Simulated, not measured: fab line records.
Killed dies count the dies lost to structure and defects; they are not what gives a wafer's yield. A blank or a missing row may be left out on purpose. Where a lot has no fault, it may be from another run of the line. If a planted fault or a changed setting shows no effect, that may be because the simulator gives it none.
Which tool did it? / flow rit_cmos / Sampling: 7 lots, 21 wafers, 2 of 202 route steps

WHAT EACH GAUGE READ, for each wafer
RIT_PRETRO_TW_MEAS_10.
lot=L992; measured=day 2 19:47; on=film_metro-02; PRETRO_TW=484 483 484
lot=L996; measured=day 3 17:57; on=film_metro-02; PRETRO_TW=482 483 485
lot=L100; measured=day 4 15:47; on=film_metro-03; PRETRO_TW=474 473 471
lot=L103; measured=day 5 05:42; on=film_metro-03; PRETRO_TW=471 468 470
lot=L106; measured=day 5 23:12; on=film_metro-02; PRETRO_TW=594 590 593
lot=L111; measured=day 6 19:55; on=film_metro-04; PRETRO_TW=472 474 474
lot=L113; measured=day 7 03:32; on=film_metro-04; PRETRO_TW=475 474 475

WHAT TOOL EACH LOT RAN ON (gives the tool, then ch and the chambers of the sampled wafers, and finally the start)
lot=L992; RIT_PRETRO_IMPLANT_08=implanter-02 ch 0, day 2 19:29
lot=L996; RIT_PRETRO_IMPLANT_08=implanter-04 ch 0, day 3 17:38
lot=L100; RIT_PRETRO_IMPLANT_08=implanter-01 ch 0, day 4 15:29
lot=L103; RIT_PRETRO_IMPLANT_08=implanter-04 ch 0, day 5 05:22
lot=L106; RIT_PRETRO_IMPLANT_08=implanter-04 ch 0, day 5 22:53
lot=L111; RIT_PRETRO_IMPLANT_08=implanter-01 ch 0, day 6 19:36
lot=L113; RIT_PRETRO_IMPLANT_08=implanter-02 ch 0, day 7 03:13
- RIT_PRETRO_IMPLANT_08

THE ANSWER, worked out from the rows above alone
Rule: what is usual is taken from the lots themselves. The widest of any qualifying gaps counts: lots, ordered by their means at a reading, are off when they make up no more than a third of the lots, leave a main group of 4 or more, and stand apart from it by 3 or more times the standard deviation of that group's means. The tables above print the reading to a certain number of digits; a main group whose means all agree to those digits is not used. A lot without any number at a reading at which 4 lots or more have one is off too. The other lots that the step has rows for count as sound.
Off: L106, seen at RIT_PRETRO_TW_MEAS_10 (PRETRO_TW). Main group: mean 476, sd 5.4.
If a tool, at a process step before that reading, ran all the lots that are off and no sound lot after the first of them, it fits. Those tools and the gauges at RIT_PRETRO_TW_MEAS_10 are tried in the same way. This does not decide it: 2 tools fit, namely implanter-04 at RIT_PRETRO_IMPLANT_08 and film_metro-02 at RIT_PRETRO_TW_MEAS_10.

WHAT THE SIMULATOR HAD INSERTED
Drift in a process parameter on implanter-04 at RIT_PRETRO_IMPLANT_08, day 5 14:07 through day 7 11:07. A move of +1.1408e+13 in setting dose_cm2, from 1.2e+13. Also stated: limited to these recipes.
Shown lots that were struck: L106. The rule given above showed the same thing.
